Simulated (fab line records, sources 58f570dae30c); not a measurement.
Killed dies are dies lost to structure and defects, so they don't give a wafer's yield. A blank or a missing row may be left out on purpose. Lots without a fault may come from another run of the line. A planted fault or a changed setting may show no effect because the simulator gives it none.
Split-lot experiment | flow berkeley_cmos170 | 5 lots, 23 wafers read, on a route of 331 steps

THE SPLIT
At UCB170_PFIELD_IMPLANT_07, the setting energy_kev was moved away from the recipe's 80 on 9 of the 23 wafers read, by -5.1% to +4.0%. The other wafers ran this setting at the recipe's value.

The reading is taken at the split's own step.

THE READING
implant.drp_nm (the simulator's own value, which no gauge read), in nm, at UCB170_PFIELD_IMPLANT_07. The file gives no usual value for it.

wafer  | tool, chamber at the split | energy_kev as run | against the recipe | implant.drp_nm, nm | against lot-mates on the recipe
L074.1 | implanter-01, 0            | 80                | recipe             | 74.86              | -
L074.2 | implanter-01, 0            | 80                | recipe             | 74.86              | -
L074.3 | implanter-01, 0            | 80                | recipe             | 74.86              | -
L074.4 | implanter-01, 0            | 80                | recipe             | 74.86              | -
L074.6 | implanter-01, 0            | 80                | recipe             | 74.86              | -
L076.2 | implanter-02, 0            | 80                | recipe             | 74.86              | -
L076.3 | implanter-02, 0            | 80                | recipe             | 74.86              | -
L076.5 | implanter-02, 0            | 80                | recipe             | 74.86              | -
L079.1 | implanter-01, 0            | 83.24             | +4.0%              | 76.26              | +1.40
L079.3 | implanter-01, 0            | 83.24             | +4.0%              | 76.26              | +1.40
L079.6 | implanter-01, 0            | 83.24             | +4.0%              | 76.26              | +1.40
L079.2 | implanter-01, 0            | 80                | recipe             | 74.86              | -
L079.5 | implanter-01, 0            | 80                | recipe             | 74.86              | -
L078.1 | implanter-02, 0            | 75.96             | -5.1%              | 72.99              | -1.87
L078.4 | implanter-02, 0            | 75.96             | -5.1%              | 72.99              | -1.87
L078.6 | implanter-02, 0            | 75.96             | -5.1%              | 72.99              | -1.87
L078.3 | implanter-02, 0            | 80                | recipe             | 74.86              | -
L078.5 | implanter-02, 0            | 80                | recipe             | 74.86              | -
L080.1 | implanter-02, 0            | 77.44             | -3.2%              | 73.69              | -1.17
L080.4 | implanter-02, 0            | 77.44             | -3.2%              | 73.69              | -1.17
L080.5 | implanter-02, 0            | 77.44             | -3.2%              | 73.69              | -1.17
L080.3 | implanter-02, 0            | 80                | recipe             | 74.86              | -
L080.6 | implanter-02, 0            | 80                | recipe             | 74.86              | -

THE FIT
A straight line over all 23 wafers: implant.drp_nm changes by +0.36 nm for each +1% of energy_kev; r = +1.00; the points scatter about the line by 0.025 nm.
The same after taking each lot's own level away (the mean of its wafers on the recipe; 23 wafers): +0.36 nm for each +1%; r = +1.00; scatter 0.025 nm.
On that fit, the largest move of energy_kev shifts the reading by 1.8 nm.
The lots' own levels span 74.860 to 74.860 nm.
So the lot-to-lot level changes the slope little: the two slopes agree.
Check: with one of the wafers moved furthest among these (-5.1%) left out of the fit, the line predicts -1.83 nm for it against its lot-mates. It came out at -1.87 nm against them.

OTHER SPLITS ON THESE WAFERS
These wafers also went through other splits before the reading. Each is held against what the fit with the lots' levels taken away leaves over:
other split on the same wafers      | wafers away from the commonest value | r with implant.drp_nm (lot level and that fit taken away)
UCB170_START_OXIDATION_02 ox_time_s | 15                                   | -0.18
UCB170_ZERO_STRIP_07 o2_flow_sccm   | 7                                    | +0.62
UCB170_NWELL_OXIDATION_01 temp_c    | 18                                   | -0.28
UCB170_PWELL_CVD_05 pressure_mtorr  | 15                                   | +0.51
UCB170_PWELL_ETCH_14 time_s         | 7                                    | +0.44
UCB170_ACTIVE_COAT_08 resist_thk_nm | 7                                    | +0.49
UCB170_ACTIVE_ETCH_15 rf_w          | 6                                    | +0.06

THE WHOLE CHAIN: every reading that the file lists as answering this split, in the file's order
step                     | what it does | reading                                                         | change (the file's fit)               | r (the file's)
UCB170_PFIELD_IMPLANT_07 |              | implant.rp_nm (the simulator's own value, which no gauge read)  | +2.11 nm for each +1% of the setting  | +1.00
UCB170_PFIELD_IMPLANT_07 |              | implant.drp_nm (the simulator's own value, which no gauge read) | +0.362 nm for each +1% of the setting | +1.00

THE FILE'S OWN FIT
implant.drp_nm changes by +0.362 nm for each +1% of energy_kev, r = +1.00.
